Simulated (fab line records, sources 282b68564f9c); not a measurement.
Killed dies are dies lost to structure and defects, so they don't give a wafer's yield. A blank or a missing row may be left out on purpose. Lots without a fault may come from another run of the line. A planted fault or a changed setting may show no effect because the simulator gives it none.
fab line records | flow rit_cmos
record lots=14 wafers=42 last_day=7
route steps=202 shown SILICIDE@161
lots that met no fault: from a run of the same line without faults
start_h: hours from the record's first day to the start of the lot's first wafer shown | wait_h: hours since the lot's step before | " the same as in the row above | L1.1+2: a row that stands for several wafers | - no value, or no start given | * or withheld: withheld | < > ~ a bound
route shown NAME@n: a module of which the file shows steps, and the number in the route of the first | usual: mean/standard deviation of fault-free wafers | same: alike in all rows | chamber/n: place in a boat | sites: the reading at each site | _std_site: their standard deviation | _edge_site: outer sites' mean less inner sites' | radius_mm: how far each site lies from the wafer's centre | mask NAME#n: copy n | behind: the tool/chamber that last shaped the wafer | hold: why the lot was held/for how many hours/how that ended | device: the transistor (n, p or np) that didn't switch | end of line: the same wafers' tests at the end of the route | a step without rows: its recipe alone | killed: dies lost to structure and defects at the first sort, not the wafer's yield | map: a wafer's dies, x killed, . not, _ none there
set.NAME: the setting as run; set.NAME@STEP: as run at that earlier step | model.NAME: the simulator's own value behind a step, which no gauge read
steps of the route over a sample of lots; a table a step, a row a wafer
services: from which hour (start_h, from the record's first day; less than 0 if before it) a tool's chamber was out of use, for how many hours, and why
## steps
# step RIT_SILICIDE_WET_ETCH_00
# recipe chemistry=BOE target=SiO2 target_depth_nm=14 time_s=14.28 dry=n2_spin dilution=10:1 temp_c=21.5
# usual bath_heat_duty_pct=1.7/0.42 temp_c=21.49/0.097
# columns lot.wafer tool chamber start_h wait_h bath_heat_duty_pct temp_c
L469.3 wet_bench-01 0 53.01 0.1 1.4 21.46
L469.4 " 0 " " 1.8 21.49
L469.6 " 0 " " 1.4 21.41
L471.3 wet_bench-03 2 59.10 0.1 2.5 21.50
L471.5 " 2 " " 1.6 21.62
L471.6 " 2 " " 2.5 21.52
L472.1 wet_bench-02 1 64.66 0.1 1.5 21.39
L472.2 " 1 " " 2.1 21.56
L472.5 " 1 " " 1.5 21.55
L474.1 wet_bench-01 0 77.01 0.1 1.7 21.76
L474.2 " 0 " " 1.2 21.60
L474.3 " 0 " " 1.5 21.48
L476.1 wet_bench-01 1 86.32 0.1 2.1 21.60
L476.2 " 1 " " 1.8 21.58
L476.4 " 1 " " 1.7 21.67
L477.1 wet_bench-03 3 89.20 0.1 1.0 21.51
L477.2 " 3 " " 1.4 21.51
L477.5 " 3 " " 1.0 21.49
L478.1 wet_bench-01 0 94.62 0.1 1.8 21.39
L478.2 " 0 " " 1.2 21.21
L478.5 " 0 " " 1.6 21.50
L479.2 wet_bench-02 3 100.32 0.1 1.4 21.53
L479.5 " 3 " " 2.2 21.44
L479.6 " 3 " " 2.1 21.44
L483.3 wet_bench-02 2 121.35 0.1 1.4 21.46
L483.4 " 2 " " 1.9 21.37
L483.5 " 2 " " 1.4 21.49
L484.3 wet_bench-03 0 126.38 0.1 - -
L484.5 " 0 " " - -
L484.6 " 0 " " - -
L485.2 wet_bench-03 1 131.17 0.1 - -
L485.3 " 1 " " - -
L485.6 " 1 " " - -
L486.3 wet_bench-01 0 135.92 0.1 1.5 21.53
L486.4 " 0 " " 1.9 21.74
L486.6 " 0 " " 1.9 21.41
L491.2 wet_bench-03 3 159.29 0.1 1.6 21.28
L491.5 " 3 " " 1.9 21.55
L491.6 " 3 " " 1.5 21.41
L492.2 wet_bench-02 3 165.30 0.1 2.1 21.30
L492.4 " 3 " " 2.4 21.47
L492.6 " 3 " " 1.5 21.58
## services
# columns tool chamber start_h hours kind
wet_bench-02 - 35.34 3.2 repair
wet_bench-02 - 90.71 2.7 repair
## key
first_sign step=RIT_SILICIDE_WET_ETCH_00 reading=tool_record direction=missing
effect none on later readings
met_at RIT_SILICIDE_WET_ETCH_00
struck_lots L484,L485
later_rows_left_out L484.3,L484.5,L484.6,L485.2,L485.3,L485.6
sort_left_out L484.3,L484.5,L484.6,L485.2,L485.3,L485.6
tester_left_out L484,L485
onset_between 89.20 126.38
fault kind=skipped_step_whole tool=wet_bench-03 chamber=- onset_h=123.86 steps=RIT_SILICIDE_WET_ETCH_00 scope=struck_lots_only
# tester_left_out: of these lots the tester's yield and bins aren't shown, on N5 and GAA mostly nor the transistor test; their killed dies are dies lost to structure and defects alone, not to doping, threshold or leakage, so they don't give the yield
# sort_left_out: the simulated sort isn't trusted on such a fault, so these wafers' sort isn't shown, and their yield isn't known
# later_rows_left_out: the simulator's readings of these wafers behind a module that went badly wrong aren't trusted and aren't shown, but for the sort
